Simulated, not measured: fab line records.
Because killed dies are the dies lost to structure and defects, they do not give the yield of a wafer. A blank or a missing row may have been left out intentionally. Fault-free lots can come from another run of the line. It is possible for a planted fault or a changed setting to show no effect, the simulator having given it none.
fab line records	flow rit_cmos
record lots=16	wafers=48	last_day=7
route steps=202 shown NLDD@109 NSD@134 PSD@157 M1@202
lots with no fault: from the same line, run without faults
start_h: start of the lot's first displayed wafer, in hours after the record's first day	wait_h: time in hours since the lot's previous step	" same as the row above	L1.1+2: a single row standing in for several wafers	- value missing, or start not given	* or withheld: withheld	< > ~ a bound
route shown NAME@n: names a module that has steps shown in the file, with the first one's number in the route	usual: mean and standard deviation over wafers with no fault	same: alike in all rows	chamber/n: place in a boat	sites: readings site by site	_std_site: the values' standard deviation	_edge_site: inner sites' mean taken away from outer sites' mean	radius_mm: for every site, how far away it sits from the centre of the wafer	mask NAME#n: copy n	behind: the tool/chamber that last shaped the wafer	hold: cause of the lot's hold/its duration in hours/its outcome	device: transistor that didn't switch, given as n, p or np	end of line: tests of these same wafers at the route's end	for a step that has no rows: nothing shown but its recipe	killed: dies lost to structure and defects at the first sort, not the wafer's yield	map: per-die view of a wafer (x killed, . not killed, _ where there is no die)
set.NAME: the setting the step ran with; set.NAME@STEP: the setting that earlier step ran with	model.NAME: the simulator's own value behind a step, which no gauge read
one table for each step of the route and one row for each wafer, over a sample of lots
services: when a tool's chamber went out of use (start_h, in hours from the record's first day, below 0 if earlier), for how many hours, and the reason
## steps
# step RIT_NLDD_OVL_MEAS_06
# usual NLDD_OVL=0.5/1.4
lot.wafer	tool	chamber	start_h	wait_h	NLDD_OVL[nm]
L177.1	overlay-02	-	51.66	-	0.6
L177.3	"	-	"	"	-0.7
L177.6	"	-	"	"	-1.1
L178.1	overlay-01	-	57.51	-	2.2
L178.3	"	-	"	"	3.4
L178.6	"	-	"	"	1.5
L179.2	overlay-01	-	57.72	-	-1.1
L179.5	"	-	"	"	-1.1
L179.6	"	-	"	"	1.0
L180.4	overlay-02	-	63.68	-	0.2
L180.5	"	-	"	"	0.3
L180.6	"	-	"	"	3.4
L181.1	overlay-01	-	64.33	-	2.5
L181.5	"	-	"	"	-0.3
L181.6	"	-	"	"	1.8
L182.1	overlay-01	-	67.54	-	-2.3
L182.3	"	-	"	"	-0.3
L182.6	"	-	"	"	-2.0
L185.1	overlay-02	-	84.11	-	-1.2
L185.4	"	-	"	"	0.7
L185.6	"	-	"	"	-2.0
L186.1	overlay-02	-	91.98	-	1.7
L186.4	"	-	"	"	0.3
L186.6	"	-	"	"	0.2
L187.2	overlay-02	-	96.77	-	0.3
L187.4	"	-	"	"	1.2
L187.6	"	-	"	"	2.2
L190.1	overlay-02	-	110.28	-	0.4
L190.2	"	-	"	"	1.2
L190.4	"	-	"	"	0.7
L193.2	overlay-01	-	126.87	-	3.7
L193.5	"	-	"	"	2.0
L193.6	"	-	"	"	1.7
L194.2	overlay-01	-	129.42	-	-0.6
L194.4	"	-	"	"	1.4
L194.6	"	-	"	"	2.3
L195.2	overlay-01	-	136.24	-	1.4
L195.5	"	-	"	"	1.2
L195.6	"	-	"	"	1.8
L198.2	overlay-01	-	148.50	-	2.6
L198.3	"	-	"	"	2.6
L198.4	"	-	"	"	2.2
L199.2	overlay-02	-	157.04	-	0.2
L199.5	"	-	"	"	-1.0
L199.6	"	-	"	"	-1.3
L200.1	overlay-02	-	161.04	-	1.9
L200.4	"	-	"	"	0.4
L200.6	"	-	"	"	0.9
# step RIT_NLDD_STRIP_09
# recipe chemistry=O2	time_s=180	resist=NOVOLAK	platen_temp_c=withheld	power_w=500	pressure_mtorr=4000	o2_flow_sccm=4000
# usual drypump_motor_current_A=5.6/0.33	o2_flow_sccm=4001/12
lot.wafer	tool	chamber	start_h	wait_h	drypump_motor_current_A	o2_flow_sccm	rf_hours_counter_h
L177.1	plasma_asher-03	1	51.99	0.1	6.0	3974	40
L177.3	"	0	"	"	5.5	4015	-
L177.6	"	1	"	"	6.0	3974	-
L178.1	plasma_asher-04	1	58.08	0.1	5.2	3993	28
L178.3	"	0	"	"	5.8	4002	-
L178.6	"	0	"	"	5.7	4006	-
L179.2	plasma_asher-02	1	58.09	0.1	6.1	3979	40
L179.5	"	0	"	"	5.3	4002	-
L179.6	"	1	"	"	6.1	3974	-
L180.4	plasma_asher-04	1	64.05	0.1	5.2	3998	-
L180.5	"	1	"	"	5.2	4013	-
L180.6	"	0	"	"	5.7	4013	-
L181.1	plasma_asher-02	0	64.67	0.1	5.3	4004	40
L181.5	"	0	"	"	5.3	4011	-
L181.6	"	1	"	"	6.1	3991	-
L182.1	plasma_asher-03	1	67.88	0.1	6.0	4013	41
L182.3	"	1	"	"	6.0	4021	-
L182.6	"	1	"	"	6.0	4006	-
L185.1	plasma_asher-02	1	84.44	0.1	6.1	4007	43
L185.4	"	1	"	"	6.2	3999	-
L185.6	"	1	"	"	6.2	4020	-
L186.1	plasma_asher-03	1	92.31	0.1	6.0	3978	44
L186.4	"	0	"	"	5.5	4024	-
L186.6	"	0	"	"	5.5	4014	-
L187.2	plasma_asher-04	0	97.10	0.1	5.7	3994	33
L187.4	"	1	"	"	5.2	4007	-
L187.6	"	1	"	"	5.2	4002	-
L190.1	plasma_asher-03	0	110.62	0.1	5.5	3965	46
L190.2	"	1	"	"	6.0	4001	46
L190.4	"	1	"	"	6.0	3993	-
L193.2	plasma_asher-03	1	127.20	0.1	6.0	3991	48
L193.5	"	0	"	"	5.5	4026	-
L193.6	"	1	"	"	6.0	3980	-
L194.2	plasma_asher-04	1	129.75	0.1	5.2	4000	36
L194.4	"	1	"	"	5.2	3990	-
L194.6	"	0	"	"	5.8	3993	-
L195.2	plasma_asher-04	1	136.57	0.1	5.2	4003	37
L195.5	"	0	"	"	5.7	3991	-
L195.6	"	1	"	"	5.2	3996	-
L198.2	plasma_asher-04	1	148.92	0.1	5.2	3997	39
L198.3	"	0	"	"	5.7	4001	-
L198.4	"	1	"	"	5.2	4017	-
L199.2	plasma_asher-04	1	157.37	0.1	5.2	4024	40
L199.5	"	1	"	"	5.2	4006	-
L199.6	"	0	"	"	5.8	4003	-
L200.1	plasma_asher-02	1	161.38	0.1	6.1	3996	5
L200.4	"	0	"	"	5.3	3998	-
L200.6	"	1	"	"	6.1	3993	-
# step RIT_NSD_EXPOSE_03
# recipe mask_id=M9	na=0.57	target_cd_nm=40700	dose_mj=250
lot.wafer	tool	chamber	start_h	wait_h	mask
L177.1+3+6	iline_stepper-01	0	56.75	0.2	M9#0
L178.1+3+6	iline_stepper-01	0	63.16	0.2	M9#0
L179.2+5+6	iline_stepper-02	0	64.40	0.2	M9#0
L180.4+5+6	iline_stepper-02	0	69.05	0.1	M9#0
L181.1+5+6	iline_stepper-02	0	70.57	0.1	M9#0
L182.1+3+6	iline_stepper-02	0	73.31	0.1	M9#0
L185.1+4+6	iline_stepper-02	0	89.29	0.2	M9#0
L186.1+4+6	iline_stepper-02	0	97.04	0.1	M9#0
L187.2+4+6	iline_stepper-02	0	101.85	0.1	M9#0
L190.1+2+4	iline_stepper-01	0	116.23	0.2	M9#0
L193.2+5+6	iline_stepper-01	0	132.94	0.2	M9#0
L194.2+4+6	iline_stepper-01	0	134.73	0.1	M9#0
L195.2+5+6	iline_stepper-01	0	141.31	0.1	M9#0
L198.2+3+4	iline_stepper-01	0	153.79	0.2	M9#0
L199.2+5+6	iline_stepper-01	0	163.00	0.1	M9#0
L200.1+4+6	iline_stepper-01	0	168.39	0.1	M9#0
# step RIT_NSD_OVL_MEAS_06
# usual NSD_OVL=0.5/1.5
lot.wafer	tool	chamber	start_h	wait_h	NSD_OVL[nm]
L177.1	overlay-01	-	57.28	-	-3.0
L177.3	"	-	"	"	-0.4
L177.6	"	-	"	"	0.1
L178.1	overlay-01	-	63.56	-	0.1
L178.3	"	-	"	"	-0.6
L178.6	"	-	"	"	0.6
L179.2	overlay-02	-	64.99	-	2.7
L179.5	"	-	"	"	1.4
L179.6	"	-	"	"	0.4
L180.4	overlay-01	-	69.58	-	0.7
L180.5	"	-	"	"	2.7
L180.6	"	-	"	"	1.3
L181.1	overlay-02	-	70.97	-	0.3
L181.5	"	-	"	"	1.1
L181.6	"	-	"	"	0.3
L182.1	overlay-01	-	73.71	-	422.3
L182.3	"	-	"	"	420.9
L182.6	"	-	"	"	420.5
L185.1	overlay-02	-	89.72	-	422.3
L185.4	"	-	"	"	422.9
L185.6	"	-	"	"	420.7
L186.1	overlay-02	-	97.44	-	422.6
L186.4	"	-	"	"	420.7
L186.6	"	-	"	"	420.3
L187.2	overlay-01	-	102.23	-	418.4
L187.4	"	-	"	"	419.7
L187.6	"	-	"	"	417.7
L190.1	overlay-01	-	116.66	-	1.5
L190.2	"	-	"	"	2.8
L190.4	"	-	"	"	3.3
L193.2	overlay-01	-	133.32	-	0.8
L193.5	"	-	"	"	0.0
L193.6	"	-	"	"	0.8
L194.2	overlay-01	-	135.11	-	0.5
L194.4	"	-	"	"	0.8
L194.6	"	-	"	"	2.1
L195.2	overlay-01	-	141.70	-	1.2
L195.5	"	-	"	"	1.0
L195.6	"	-	"	"	2.1
L198.2	overlay-02	-	154.17	-	2.1
L198.3	"	-	"	"	1.5
L198.4	"	-	"	"	0.1
L199.2	overlay-01	-	163.39	-	-1.0
L199.5	"	-	"	"	0.8
L199.6	"	-	"	"	-1.5
L200.1	overlay-02	-	168.79	-	1.0
L200.4	"	-	"	"	0.3
L200.6	"	-	"	"	0.2
# step RIT_SDANNEAL_RS_MEAS_04
# recipe thk_meas_gauge=four-point-probe
# usual PSD_RS=115.97/0.27
lot.wafer	tool	chamber	start_h	wait_h	PSD_RS[ohm/sq]
L177.1	film_metro-03	-	60.30	0.0	116.15
L177.3	"	-	"	"	116.03
L177.6	"	-	"	"	115.94
L178.1	film_metro-03	-	66.35	0.0	115.37
L178.3	"	-	"	"	115.82
L178.6	"	-	"	"	115.93
L179.2	film_metro-02	-	67.80	0.1	115.98
L179.5	"	-	"	"	116.29
L179.6	"	-	"	"	116.27
L180.4	film_metro-02	-	72.26	0.1	116.47
L180.5	"	-	"	"	116.86
L180.6	"	-	"	"	116.34
L181.1	film_metro-04	-	73.69	0.0	116.23
L181.5	"	-	"	"	116.11
L181.6	"	-	"	"	116.33
L182.1	film_metro-03	-	76.14	0.0	116.10
L182.3	"	-	"	"	116.24
L182.6	"	-	"	"	115.76
L185.1	film_metro-04	-	92.32	0.0	115.98
L185.4	"	-	"	"	115.79
L185.6	"	-	"	"	116.07
L186.1	film_metro-03	-	100.16	0.0	115.90
L186.4	"	-	"	"	115.69
L186.6	"	-	"	"	115.69
L187.2	film_metro-03	-	104.74	0.1	115.67
L187.4	"	-	"	"	115.98
L187.6	"	-	"	"	115.67
L190.1	film_metro-03	-	119.49	0.0	116.12
L190.2	"	-	"	"	116.15
L190.4	"	-	"	"	116.11
L193.2	film_metro-04	-	136.01	0.1	115.76
L193.5	"	-	"	"	115.91
L193.6	"	-	"	"	115.78
L194.2	film_metro-02	-	137.63	0.1	116.17
L194.4	"	-	"	"	115.73
L194.6	"	-	"	"	116.18
L195.2	film_metro-03	-	144.37	0.1	116.01
L195.5	"	-	"	"	115.94
L195.6	"	-	"	"	115.76
L198.2	film_metro-03	-	156.82	0.1	116.16
L198.3	"	-	"	"	115.74
L198.4	"	-	"	"	116.59
L199.2	film_metro-04	-	165.85	0.1	116.02
L199.5	"	-	"	"	115.86
L199.6	"	-	"	"	115.88
L200.1	film_metro-04	-	171.34	0.0	115.95
L200.4	"	-	"	"	116.23
L200.6	"	-	"	"	115.79
# step RIT_M1_PROBE_99
# usual killed_at_M0_to_M3=0.0/0.083	killed_at_contacts=0.1/0.27	killed_at_front_end=7/3.3	killed_dies=7/3.3	killed_open=3.5/2	killed_short=3.8/2.2
# same gross_dies=264	killed_at_M4_up=0	killed_at_back_side=0	killed_at_other=0
lot.wafer	tool	chamber	start_h	wait_h	killed_at_M0_to_M3	killed_at_contacts	killed_at_front_end	killed_dies	killed_open	killed_short
L177.1	prober-01	-	67.89	0.1	0	0	1	1	0	1
L177.3	prober-01	-	67.99	0.2	0	0	3	3	1	2
L177.6	prober-01	-	68.14	0.2	0	0	6	6	3	3
L178.1	prober-01	-	74.04	0.1	0	0	9	9	5	4
L178.3	prober-01	-	74.14	0.2	0	0	9	9	2	6
L178.6	prober-01	-	74.29	0.2	0	0	5	5	3	2
L179.2	prober-02	-	75.59	0.1	0	0	7	7	2	5
L179.5	prober-02	-	75.74	0.2	0	0	6	6	3	3
L179.6	prober-02	-	75.79	0.2	0	0	7	7	3	4
L180.4	prober-01	-	79.60	0.2	0	1	5	6	3	3
L180.5	prober-01	-	79.65	0.2	0	0	4	4	2	2
L180.6	prober-01	-	79.70	0.2	0	0	11	11	5	6
L181.1	prober-02	-	81.27	0.1	0	0	8	8	4	4
L181.5	prober-02	-	81.47	0.2	0	0	6	6	4	2
L181.6	prober-02	-	81.52	0.2	0	0	8	8	6	1
L182.1	prober-01	-	83.51	0.1	0	0	6	6	3	3
L182.3	prober-01	-	83.61	0.2	0	0	4	4	2	2
L182.6	prober-01	-	83.76	0.2	0	0	6	6	2	4
L185.1	prober-02	-	99.92	0.1	0	0	4	4	3	1
L185.4	prober-02	-	100.07	0.2	0	0	17	17	11	6
L185.6	prober-02	-	100.17	0.2	0	0	10	10	5	5
L186.1	prober-01	-	107.58	0.1	0	0	9	9	4	5
L186.4	prober-01	-	107.73	0.2	0	0	6	6	4	2
L186.6	prober-01	-	107.83	0.2	0	0	6	6	2	4
L187.2	prober-02	-	112.31	0.1	0	0	13	13	7	6
L187.4	prober-02	-	112.41	0.2	1	0	6	7	3	4
L187.6	prober-02	-	112.51	0.2	0	0	8	8	4	4
L190.1	prober-01	-	127.07	0.1	0	0	8	8	4	4
L190.2	prober-01	-	127.12	0.1	0	0	5	5	3	2
L190.4	prober-01	-	127.22	0.2	0	0	5	5	2	3
L193.2	prober-02	-	143.59	0.1	0	0	7	7	4	3
L193.5	prober-02	-	143.74	0.2	0	1	9	10	4	6
L193.6	prober-02	-	143.79	0.2	0	0	5	5	3	2
L194.2	prober-01	-	145.09	0.1	0	0	8	8	5	3
L194.4	prober-01	-	145.19	0.2	0	0	4	4	2	2
L194.6	prober-01	-	145.29	0.2	0	0	9	9	6	3
L195.2	prober-02	-	152.01	0.1	0	0	9	9	6	3
L195.5	prober-02	-	152.16	0.2	0	0	12	12	2	10
L195.6	prober-02	-	152.21	0.2	0	0	14	14	5	9
L198.2	prober-01	-	164.22	0.1	0	1	6	7	2	5
L198.3	prober-01	-	164.27	0.2	0	0	7	7	6	1
L198.4	prober-01	-	164.32	0.2	0	0	5	5	2	3
L199.2	prober-02	-	173.40	0.1	0	0	3	3	1	2
L199.5	prober-02	-	173.55	0.2	0	0	8	8	2	6
L199.6	prober-02	-	173.60	0.2	0	0	7	7	3	4
L200.1	prober-01	-	178.72	0.1	0	0	5	5	3	2
L200.4	prober-01	-	178.87	0.2	0	0	3	3	2	1
L200.6	prober-01	-	178.97	0.2	0	0	7	7	5	2
# killed by level:class
L177.1 SPACER:geometric_particle:short=1
L177.3 FOX2:geometric_particle:short=1 SPACER:geometric_particle:short=1 SILICIDE:geometric_particle:open=1
L177.6 FOX1:geometric_particle:open=2 FOX2:geometric_particle:short=2 FOX2:geometric_particle:open=1 SILICIDE:geometric_particle:short=1
L178.1 GATE:geometric_particle:short=2 REOX:geometric_particle:short=2 REOX:geometric_particle:open=2 SILICIDE:geometric_particle:open=2 GATE:geometric_particle:open=1
L178.3 SPACER:geometric_particle:short=3 GATE:geometric_particle:short=2 FOX2:geometric_particle:short=1 GATE:geometric_particle:open=1 REOX:geometric_particle:open=1 GATE:coat_microbubble_printed=1
L178.6 GATE:geometric_particle:open=2 GATE:geometric_particle:short=2 FOX2:geometric_particle:open=1
L179.2 GATE:geometric_particle:short=2 SPACER:geometric_particle:open=2 SPACER:geometric_particle:short=2 SILICIDE:geometric_particle:short=1
L179.5 GATE:geometric_particle:short=2 SPACER:geometric_particle:open=2 FOX1:geometric_particle:short=1 GATE:geometric_particle:open=1
L179.6 GATE:geometric_particle:open=2 GATE:geometric_particle:short=2 SILICIDE:geometric_particle:short=2 SILICIDE:geometric_particle:open=1
L180.4 FOX2:geometric_particle:short=1 GATE:geometric_particle:open=1 REOX:geometric_particle:open=1 SPACER:geometric_particle:short=1 SILICIDE:geometric_particle:open=1 CONTACT:geometric_particle:short=1
L180.5 FOX2:geometric_particle:short=1 FOX2:geometric_particle:open=1 GATE:geometric_particle:open=1 REOX:geometric_particle:short=1
L180.6 FOX2:geometric_particle:short=3 GATE:geometric_particle:open=2 REOX:geometric_particle:short=2 SILICIDE:geometric_particle:open=2 FOX2:geometric_particle:open=1 SILICIDE:geometric_particle:short=1
L181.1 SPACER:geometric_particle:open=2 SILICIDE:geometric_particle:short=2 FOX1:geometric_particle:open=1 GATE:geometric_particle:short=1 SPACER:geometric_particle:short=1 SILICIDE:geometric_particle:open=1
L181.5 REOX:geometric_particle:open=3 FOX1:geometric_particle:open=1 GATE:geometric_particle:short=1 REOX:geometric_particle:short=1
L181.6 REOX:geometric_particle:open=4 FOX1:geometric_particle:open=2 GATE:geometric_particle:short=1 NRETRO:coat_microbubble_printed=1
L182.1 GATE:geometric_particle:open=2 SPACER:geometric_particle:short=2 REOX:geometric_particle:open=1 SILICIDE:geometric_particle:short=1
L182.3 GATE:geometric_particle:short=1 GATE:geometric_particle:open=1 REOX:geometric_particle:open=1 SILICIDE:geometric_particle:short=1
L182.6 GATE:geometric_particle:short=2 FOX2:geometric_particle:short=1 GATE:geometric_particle:open=1 SILICIDE:geometric_particle:open=1 SILICIDE:geometric_particle:short=1
L185.1 SILICIDE:geometric_particle:open=3 GATE:geometric_particle:short=1
L185.4 GATE:geometric_particle:short=4 GATE:geometric_particle:open=3 SILICIDE:geometric_particle:open=3 FOX1:geometric_particle:open=2 SPACER:geometric_particle:open=2 FOX1:geometric_particle:short=1 REOX:geometric_particle:open=1 SILICIDE:geometric_particle:short=1
L185.6 GATE:geometric_particle:short=2 SPACER:geometric_particle:open=2 SILICIDE:geometric_particle:short=2 FOX1:geometric_particle:open=1 GATE:geometric_particle:open=1 SPACER:geometric_particle:short=1 SILICIDE:geometric_particle:open=1
L186.1 SPACER:geometric_particle:short=3 FOX1:geometric_particle:short=1 FOX2:geometric_particle:open=1 GATE:geometric_particle:short=1 GATE:geometric_particle:open=1 REOX:geometric_particle:open=1 SILICIDE:geometric_particle:open=1
L186.4 GATE:geometric_particle:open=2 FOX1:geometric_particle:short=1 GATE:geometric_particle:short=1 REOX:geometric_particle:open=1 SPACER:geometric_particle:open=1
L186.6 FOX1:geometric_particle:short=2 GATE:geometric_particle:short=2 GATE:geometric_particle:open=1 SPACER:geometric_particle:open=1
L187.2 FOX1:geometric_particle:open=5 REOX:geometric_particle:short=3 FOX1:geometric_particle:short=1 GATE:geometric_particle:short=1 GATE:geometric_particle:open=1 SPACER:geometric_particle:short=1 SILICIDE:geometric_particle:open=1
L187.4 GATE:geometric_particle:open=2 FOX1:geometric_particle:short=1 GATE:geometric_particle:short=1 REOX:geometric_particle:short=1 REOX:geometric_particle:open=1 M1:geometric_particle:short=1
L187.6 FOX2:geometric_particle:open=2 GATE:geometric_particle:short=2 SILICIDE:geometric_particle:short=2 GATE:geometric_particle:open=1 SPACER:geometric_particle:open=1
L190.1 SILICIDE:geometric_particle:open=3 SPACER:geometric_particle:short=2 GATE:geometric_particle:open=1 REOX:geometric_particle:short=1 SILICIDE:geometric_particle:short=1
L190.2 SPACER:geometric_particle:open=2 GATE:geometric_particle:open=1 GATE:geometric_particle:short=1 REOX:geometric_particle:short=1
L190.4 GATE:geometric_particle:short=2 SPACER:geometric_particle:open=1 SILICIDE:geometric_particle:open=1 SILICIDE:geometric_particle:short=1
L193.2 GATE:geometric_particle:open=2 GATE:geometric_particle:short=1 SPACER:geometric_particle:open=1 SPACER:geometric_particle:short=1 SILICIDE:geometric_particle:short=1 SILICIDE:geometric_particle:open=1
L193.5 GATE:geometric_particle:short=3 GATE:geometric_particle:open=2 FOX1:geometric_particle:short=1 FOX2:geometric_particle:open=1 FOX2:geometric_particle:short=1 SPACER:geometric_particle:short=1 CONTACT:geometric_particle:open=1
L193.6 GATE:geometric_particle:open=2 GATE:geometric_particle:short=1 SILICIDE:geometric_particle:open=1 SILICIDE:geometric_particle:short=1
L194.2 FOX1:geometric_particle:open=2 GATE:geometric_particle:open=2 GATE:geometric_particle:short=1 REOX:geometric_particle:open=1 SPACER:geometric_particle:short=1 SILICIDE:geometric_particle:short=1
L194.4 GATE:geometric_particle:open=2 GATE:geometric_particle:short=1 SILICIDE:geometric_particle:short=1
L194.6 FOX1:geometric_particle:open=5 FOX1:geometric_particle:short=2 FOX2:geometric_particle:open=1 REOX:geometric_particle:short=1
L195.2 GATE:geometric_particle:short=3 FOX1:geometric_particle:open=2 GATE:geometric_particle:open=2 REOX:geometric_particle:open=1 SPACER:geometric_particle:open=1
L195.5 GATE:geometric_particle:short=4 FOX1:geometric_particle:short=3 FOX2:geometric_particle:short=2 FOX2:geometric_particle:open=1 SPACER:geometric_particle:open=1 SILICIDE:geometric_particle:short=1
L195.6 FOX1:geometric_particle:short=3 FOX2:geometric_particle:open=2 GATE:geometric_particle:short=2 GATE:geometric_particle:open=2 FOX2:geometric_particle:short=1 REOX:geometric_particle:short=1 SPACER:geometric_particle:short=1 SPACER:geometric_particle:open=1
L198.2 REOX:geometric_particle:short=2 ACTIVE:geometric_particle:short=1 FOX1:geometric_particle:short=1 FOX1:geometric_particle:open=1 SILICIDE:geometric_particle:short=1 CONTACT:geometric_particle:open=1
L198.3 SILICIDE:geometric_particle:open=2 ACTIVE:geometric_particle:open=1 FOX1:geometric_particle:short=1 FOX1:geometric_particle:open=1 FOX2:geometric_particle:open=1 GATE:geometric_particle:open=1
L198.4 FOX1:geometric_particle:short=2 SILICIDE:geometric_particle:open=2 GATE:geometric_particle:short=1
L199.2 GATE:geometric_particle:short=2 GATE:geometric_particle:open=1
L199.5 GATE:geometric_particle:short=4 GATE:geometric_particle:open=2 FOX1:geometric_particle:short=1 SILICIDE:geometric_particle:short=1
L199.6 FOX2:geometric_particle:short=2 GATE:geometric_particle:open=2 FOX1:geometric_particle:open=1 GATE:geometric_particle:short=1 REOX:geometric_particle:short=1
L200.1 FOX1:geometric_particle:open=1 FOX2:geometric_particle:short=1 FOX2:geometric_particle:open=1 GATE:geometric_particle:short=1 GATE:geometric_particle:open=1
L200.4 FOX1:geometric_particle:open=1 GATE:geometric_particle:short=1 SILICIDE:geometric_particle:open=1
L200.6 FOX2:geometric_particle:open=2 GATE:geometric_particle:open=2 GATE:geometric_particle:short=2 SILICIDE:geometric_particle:open=1
## services
tool	chamber	start_h	hours	kind
plasma_asher-03	-	45.49	2.8	repair
iline_stepper-01	-	49.53	1.7	pm
iline_stepper-01	-	71.82	3.2	repair
plasma_asher-03	-	78.11	4.9	repair
iline_stepper-01	-	94.47	6.9	repair
plasma_asher-02	-	108.75	9.0	pm
plasma_asher-02	0	108.75	9.0	vent_cycle
plasma_asher-02	1	108.75	9.0	vent_cycle
plasma_asher-02	0	117.75	-	clean
plasma_asher-02	1	117.75	-	clean
iline_stepper-01	0	138.15	-	calibration
iline_stepper-02	0	153.27	-	calibration
## key
first_sign step=RIT_NSD_OVL_MEAS_06	reading=NSD_OVL	direction=up	sigmas=99+	usual=0.5	struck=420.8
effect none on later readings
met_at RIT_NSD_EXPOSE_03
struck_lots L182,L185,L186,L187
tester_left_out L182,L185,L186,L187
not_acting_at RIT_NLDD_OVL_MEAS_06,RIT_NLDD_STRIP_09,RIT_SDANNEAL_RS_MEAS_04
onset_between 70.57 73.31
fault kind=scanner_matching_overlay	tool=iline_stepper-02	chamber=-	onset_h=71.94	steps=RIT_NSD_EXPOSE_03	offset=420
# tester_left_out: of these lots the tester's yield and bins aren't shown, on N5 and GAA mostly nor the transistor test; their killed dies are dies lost to structure and defects alone, not to doping, threshold or leakage, so they don't give the yield
